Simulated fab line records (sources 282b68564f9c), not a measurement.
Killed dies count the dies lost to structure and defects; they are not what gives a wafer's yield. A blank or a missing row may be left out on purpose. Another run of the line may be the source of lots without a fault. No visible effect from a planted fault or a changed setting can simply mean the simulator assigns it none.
Struck lot and sound lot, side by side | flow rit-cmos | 15 steps out of a route of 202
Sound: the wafers L211.1, L211.3, L211.4. Wafers L219.3, L219.5, L219.6 were the ones struck. Last of all comes the cause.
For every step that has rows: the tool of each side, followed by ch and its chambers, followed by its first start. Under that, the readings that differ: sound wafers | struck wafers | difference of the means | sigmas: that difference in standard deviations of wafers without a fault.
alike: a reading whose means differ by less than 2 such deviations, as well as words and numbers matching on both sides. not compared: withheld readings; readings where some wafer has no value; bounds like >300 that might hide an equal value; numbers whose values overlap and for which the record gives no deviation.
A row with sigmas, a row that says differs or no value, or rows on one side alone: a step with any of these is where the two part. Numbers that don't overlap but have no deviation are shown without sigmas and don't part them. A reading that every wafer of one side lacks parts them only if that side has two wafers or more.

first, 4 steps without rows for these wafers: RIT_PSD_SOFTBAKE_02 (time 60 s); RIT_PSD_EXPOSE_03 (exposes mask M10, target cd 40900 nm); RIT_PSD_PEB_04; RIT_PSD_DEVELOP_05 (develop time 50 s).
RIT_PSD_OVL_MEAS_06:
  struck on overlay-02, day 7 00:36; sound on overlay-01, day 5 08:23
  reading      | sound       | struck         | difference | sigmas
  PSD_OVL (nm) | 2.4 2.1 1.4 | -3.4 -5.2 -4.5 | -6.3       | -4
then, 2 steps without rows for these wafers: RIT_PSD_HARDBAKE_07 (time 60 s); RIT_PSD_IMPLANT_08.
RIT_PSD_STRIP_09: strips in O2, time 180 s.
  sound on plasma-asher-02 ch 0,1, day 5 08:44; struck on plasma-asher-04 ch 0,1, day 7 00:59
  alike: drypump-motor-current-A
  not compared: rf-hours-counter-h
RIT_PSD_TW_MEAS_10:
  struck on film-metro-01, day 7 01:07; sound on film-metro-02, day 5 08:55
  alike: PSD_TW
then, 3 steps without rows for these wafers: RIT_SDANNEAL_CLEAN_00 (cleans in SC1, time 600 s); RIT_SDANNEAL_CLEAN_01 (cleans in dHF, time 30 s); RIT_SDANNEAL_CLEAN_02 (cleans in SC2, time 600 s).
RIT_SDANNEAL_RTA_03: time 5 s.
  sound on rtp-anneal-01 ch 0, day 5 09:20; struck on rtp-anneal-02 ch 0, day 7 01:37
  reading          | sound                | struck               | difference | sigmas
  wafer_temp_C_max | 1052.6 1054.0 1054.2 | 1012.9 1012.4 1012.8 | -40.9      | -37
RIT_SDANNEAL_RS_MEAS_04: uses a four-point probe to measure.
  struck on film-metro-03, day 7 02:03; sound on film-metro-03, day 5 09:23
  reading         | sound                | struck               | difference | sigmas
  PSD_RS (ohm/sq) | 116.03 116.08 115.72 | 144.18 144.24 144.08 | +28.22     | +97
  not compared: hold
RIT_M1_PROBE_99:
  sound wafers here have rows in the record (prober-02, day 5 16:51); struck ones have none

== WHERE THEY PART ==
At RIT_PSD_OVL_MEAS_06 first; at RIT_M1_PROBE_99 last (within this record only).

WHY: what the simulator had put in
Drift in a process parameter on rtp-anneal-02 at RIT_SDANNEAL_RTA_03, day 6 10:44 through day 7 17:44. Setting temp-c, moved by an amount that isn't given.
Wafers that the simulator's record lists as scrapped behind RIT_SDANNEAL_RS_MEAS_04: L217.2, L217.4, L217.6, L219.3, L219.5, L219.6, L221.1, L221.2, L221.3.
